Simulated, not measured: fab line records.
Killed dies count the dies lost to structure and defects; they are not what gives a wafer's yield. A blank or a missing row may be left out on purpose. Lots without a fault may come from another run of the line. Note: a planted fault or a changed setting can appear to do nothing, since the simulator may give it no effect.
Which tool did it? + flow berkeleyCmos170 + 7 lots with 21 wafers sampled at 3 steps, on a route of 331 steps

== WHAT THE GAUGES SHOWED, per wafer ==
UCB170_NSD_TW_MEAS_10.
| lot  | measured     | on           | NSD_TW                        |
|------|--------------|--------------|-------------------------------|
| L566 | day 8 05:52  | filmMetro-04 | 4214 4222 4224                |
| L568 | day 9 06:42  | filmMetro-04 | 3802 3813 3802 3800 3822 3806 |
| L576 | day 10 16:09 | filmMetro-01 | 4161 4152 4141                |
| L579 | day 11 04:40 | filmMetro-04 | 4227 4214 4238                |
| L585 | day 12 09:19 | filmMetro-04 | 4264 4251 4244                |
| L583 | day 12 10:07 | filmMetro-01 | 4156 4199 4139                |
| L586 | day 12 18:11 | filmMetro-01 | 4126 4167 4147                |

== WHAT TOOL EACH LOT RAN ON (gives the tool, then ch and the chambers of the sampled wafers, and finally the start) ==
| lot  | UCB170_NSD_IMPLANT_08           | UCB170_NSD_STRIP_09                 |
|------|---------------------------------|-------------------------------------|
| L566 | implanter-01 ch 0, day 8 05:39  | plasmaAsher-02 ch 0,1, day 8 05:47  |
| L568 | implanter-01 ch 0, day 9 06:28  | plasmaAsher-04 ch 0,1, day 9 06:35  |
| L576 | implanter-03 ch 0, day 10 15:55 | plasmaAsher-04 ch 0,1, day 10 16:02 |
| L579 | implanter-03 ch 0, day 11 04:26 | plasmaAsher-01 ch 0,1, day 11 04:34 |
| L585 | implanter-01 ch 0, day 12 09:04 | plasmaAsher-02 ch 0,1, day 12 09:13 |
| L583 | implanter-01 ch 0, day 12 09:52 | plasmaAsher-01 ch 0,1, day 12 10:01 |
| L586 | implanter-01 ch 0, day 12 17:56 | plasmaAsher-02 ch 0,1, day 12 18:04 |
- UCB170_NSD_IMPLANT_08
- UCB170_NSD_STRIP_09: strips in O2.

== THE ANSWER, worked out from the rows above alone ==
Rule: usual is defined by the lots themselves. The widest of any qualifying gaps counts: lots, ordered by their means at a reading, are off when they make up no more than a third of the lots, leave a main group of 4 or more, and stand apart from it by 3 or more times the standard deviation of that group's means. The tables above print the reading to a certain number of digits; a main group whose means all agree to those digits is not used. Also off: a lot with no number at a reading for which 4 or more lots have one. Where the step has rows for the other lots, those lots are counted as sound.
Off: L568, at UCB170_NSD_TW_MEAS_10 (NSD_TW). Main group: mean 4194, sd 41.
A tool fits if, at a process step before that reading, it ran every lot that is off, and no sound lot after the first of them. Those tools and the gauges at UCB170_NSD_TW_MEAS_10 are tried in the same way. Not one of the candidates tried fits.

== WHAT THE SIMULATOR HAD INSERTED ==
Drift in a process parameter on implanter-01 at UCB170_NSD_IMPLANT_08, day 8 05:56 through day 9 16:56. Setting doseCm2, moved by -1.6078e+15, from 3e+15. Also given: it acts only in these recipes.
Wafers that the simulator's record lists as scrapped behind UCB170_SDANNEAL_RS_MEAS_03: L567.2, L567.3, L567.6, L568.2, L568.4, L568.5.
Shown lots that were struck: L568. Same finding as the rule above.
